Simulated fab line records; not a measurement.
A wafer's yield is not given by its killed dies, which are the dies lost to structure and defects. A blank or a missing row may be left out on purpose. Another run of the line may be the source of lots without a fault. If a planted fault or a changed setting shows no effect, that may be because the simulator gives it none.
Lot-split experiment | flow berkeley-cmos170 | on a route of 331 steps: 5 lots, 23 wafers read

## THE SPLIT
At UCB170_M3_PEB_13, the setting peb-temp-c was moved away from the recipe's 130 C on 6 of the 23 wafers read, by -2.8% to -1.0%. All remaining wafers had this setting at the recipe value.

## FROM SPLIT TO READING: 1 step shown by the file between the two
- UCB170_M3_DEVELOP_14: develop time 45 s (also split here: dev-temp-c)

## THE READING
Shown in nm: cd-nm at UCB170_M3_CD_MEAS_15, with target cd 700 nm. On this fab line, fault-free wafers typically give 700.6 nm with a standard deviation of 1.3 nm.

wafer  | tool, chamber at the split | peb-temp-c as run, C | against the recipe | cd-nm, nm | against lot-mates on the recipe
L077.2 | litho-track-02, 0          | 130                  | recipe             | 700.8     | -
L077.3 | litho-track-02, 0          | 130                  | recipe             | 699.9     | -
L077.4 | litho-track-02, 0          | 130                  | recipe             | 701.3     | -
L077.5 | litho-track-02, 0          | 130                  | recipe             | 699.8     | -
L077.6 | litho-track-02, 0          | 130                  | recipe             | 702.2     | -
L076.1 | litho-track-04, 0          | 126.3                | -2.8%              | 729.2     | +29.0
L076.2 | litho-track-04, 0          | 130                  | recipe             | 701.0     | -
L076.3 | litho-track-04, 0          | 126.3                | -2.8%              | 729.4     | +29.2
L076.4 | litho-track-04, 0          | 130                  | recipe             | 699.3     | -
L076.5 | litho-track-04, 0          | 130                  | recipe             | 700.2     | -
L081.1 | litho-track-01, 0          | 130                  | recipe             | 698.4     | -
L081.2 | litho-track-01, 0          | 130                  | recipe             | 700.0     | -
L081.3 | litho-track-01, 0          | 130                  | recipe             | 698.2     | -
L081.4 | litho-track-01, 0          | 128.7                | -1.0%              | 707.7     | +8.8
L081.5 | litho-track-01, 0          | 128.7                | -1.0%              | 708.0     | +9.1
L083.1 | litho-track-01, 0          | 130                  | recipe             | 700.0     | -
L083.3 | litho-track-01, 0          | 130                  | recipe             | 699.2     | -
L083.5 | litho-track-01, 0          | 130                  | recipe             | 700.8     | -
L085.1 | litho-track-02, 0          | 130                  | recipe             | 701.2     | -
L085.2 | litho-track-02, 0          | 126.9                | -2.4%              | 723.2     | +23.3
L085.3 | litho-track-02, 0          | 130                  | recipe             | 699.0     | -
L085.5 | litho-track-02, 0          | 130                  | recipe             | 699.5     | -
L085.6 | litho-track-02, 0          | 126.9                | -2.4%              | 724.1     | +24.2

THE FIT
A straight line over all 23 wafers: cd-nm changes by -10 nm for each +1% of peb-temp-c; r = -0.99; the points scatter about the line by 1.2 nm.
The same after taking each lot's own level away (the mean of its wafers on the recipe; 23 wafers): -10.1 nm for each +1%; r = -1.00; scatter 0.83 nm.
On that fit, the largest move of peb-temp-c shifts the reading by 29 nm.
The lots' own levels span 698.87 to 700.80 nm, that is 1.5 times the standard deviation above.
Hence the lot-to-lot level has little effect on the slope; both slopes agree.
Check: +28.4 nm against its lot-mates is what the line predicts for one of the wafers moved furthest among these (-2.8%) when that wafer is left out of the fit. It came out at +29 nm against them.

## OTHER SPLITS ON THESE WAFERS
Before the reading, these wafers also passed through other splits. Each is held against what the fit with the lots' levels taken away leaves over:
other split on the same wafers    | wafers away from the commonest value | r with cd-nm (lot level and that fit taken away)
UCB170_SILICIDE_SPUTTER_01 time-s | 5                                    | +0.20
UCB170_V1_CVD_00 time-s           | 8                                    | +0.20
UCB170_V1_EXPOSE_09 dose-mj       | 8                                    | +0.01
UCB170_M2_PEB_13 peb-temp-c       | 6                                    | +0.13
UCB170_M2_ETCH_17 bias-w          | 10                                   | -0.26
UCB170_M3_DEVELOP_14 dev-temp-c   | 9                                    | +0.22

## THE WHOLE CHAIN: every reading that the file lists as answering this split, in the file's order
step                 | what it does         | reading                                                   | change (the file's fit)              | r (the file's)
UCB170_M3_CD_MEAS_15 | target cd 700 nm     | cd-nm                                                     | -10 nm for each +1% of the setting   | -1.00
UCB170_M3_ETCH_17    | etches BARC in N2/H2 | M3.cd-nm (the simulator's own value, which no gauge read) | -9.84 nm for each +1% of the setting | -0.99

## FILE'S OWN FIT
cd-nm changes by -10 nm for each +1% of peb-temp-c, r = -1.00.
